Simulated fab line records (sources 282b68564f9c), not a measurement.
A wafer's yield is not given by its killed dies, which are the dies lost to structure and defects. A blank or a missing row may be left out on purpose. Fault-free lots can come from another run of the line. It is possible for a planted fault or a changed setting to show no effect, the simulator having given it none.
Which tool was responsible?	flow rit_cmos	14 lots, 42 wafers sampled, at 2 steps of a route of 202

WHAT THE GAUGES SHOWED, per wafer
RIT_GATE_THK_MEAS_07. Usual: GATE_OXIDE_THK gives 3.01 nm (standard deviation 0.077).
lot	measured	on	GATE_OXIDE_THK (nm)	flag
L983	day 2 15:42	film_metro-04	2.92 2.93 2.92	
L984	day 2 17:01	film_metro-03	2.93 2.93 2.96	
L988	day 3 11:41	film_metro-04	3.02 3.03 3.03	
L989	day 3 16:22	film_metro-03	2.97 2.92 2.87	
L990	day 4 01:08	film_metro-03	3.26 3.39 3.35 3.29 3.28 3.33	OFF
L994	day 4 18:43	film_metro-02	3.37 3.30 3.28 3.32 3.28 3.29	OFF
L997	day 5 08:15	film_metro-02	2.99 2.98 2.99	
L998	day 5 15:50	film_metro-03	3.01 3.13 3.01	
L999	day 6 00:01	film_metro-02	3.12 3.04 3.10	
L100	day 6 01:32	film_metro-02	2.95 3.03 3.02	
L101	day 6 12:32	film_metro-02	3.04 3.11 3.21	
L103	day 6 18:43	film_metro-03	3.04 3.02 3.03	
L104	day 7 01:35	film_metro-03	3.06 2.97 2.90	
L106	day 7 11:55	film_metro-02	3.04 2.99 2.98	

EACH LOT AND THE TOOL THAT RAN IT (in order: tool; ch and the chambers of the sampled wafers; start)
lot	RIT_GATE_OXIDATION_05
L983	furnace-02 ch 0, day 2 13:03
L984	furnace-02 ch 0, day 2 15:41
L988	furnace-03 ch 0, day 3 10:20
L989	furnace-01 ch 0, day 3 15:03
L990	furnace-03 ch 0, day 3 23:47
L994	furnace-03 ch 0, day 4 17:23
L997	furnace-01 ch 0, day 5 06:55
L998	furnace-01 ch 0, day 5 12:55
L999	furnace-02 ch 0, day 5 20:21
L100	furnace-01 ch 0, day 6 00:01
L101	furnace-02 ch 0, day 6 09:16
L103	furnace-02 ch 0, day 6 17:23
L104	furnace-02 ch 0, day 6 21:34
L106	furnace-02 ch 0, day 7 10:29
- RIT_GATE_OXIDATION_05: target thk 3 nm, ox time 270 s.

AS READ BY THE TOOLS THEMSELVES (means over the sampled wafers that have a number; for cases with no such wafer, the mark the record gives instead)
The record holds no such reading with a usual standard deviation.

THE ANSWER, worked out from the rows above alone
Rule: a lot is off if the mean of its wafers that have a number lies more than 3 standard deviations from the usual mean. A lot without any number at a reading at which 4 lots or more have one is off too. The other lots that the step has rows for count as sound. Order of review: gauges by route order, followed by the tools' own readings, for which a lot's mean as printed above is used. At the first step where some lot is off, the reading lying furthest off is the one used; lots without a number count as furthest.
Off: L990, L994, at RIT_GATE_THK_MEAS_07 (GATE_OXIDE_THK).
A tool fits if, at a process step before that reading, it ran every lot that is off, and no sound lot after the first of them. Gauges at RIT_GATE_THK_MEAS_07: tried the same way as those tools. One candidate fits, namely furnace-03 at RIT_GATE_OXIDATION_05. Its last sound lot is L988 (day 3 10:20), its first lot that is off L990 (day 3 23:47): a fault that began between those two fits.

WHAT THE SIMULATOR HAD INSERTED
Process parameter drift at RIT_GATE_OXIDATION_05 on furnace-03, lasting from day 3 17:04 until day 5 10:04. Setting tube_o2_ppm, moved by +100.
Struck lots among those shown: L990, L994. This agrees with what the rule above found.
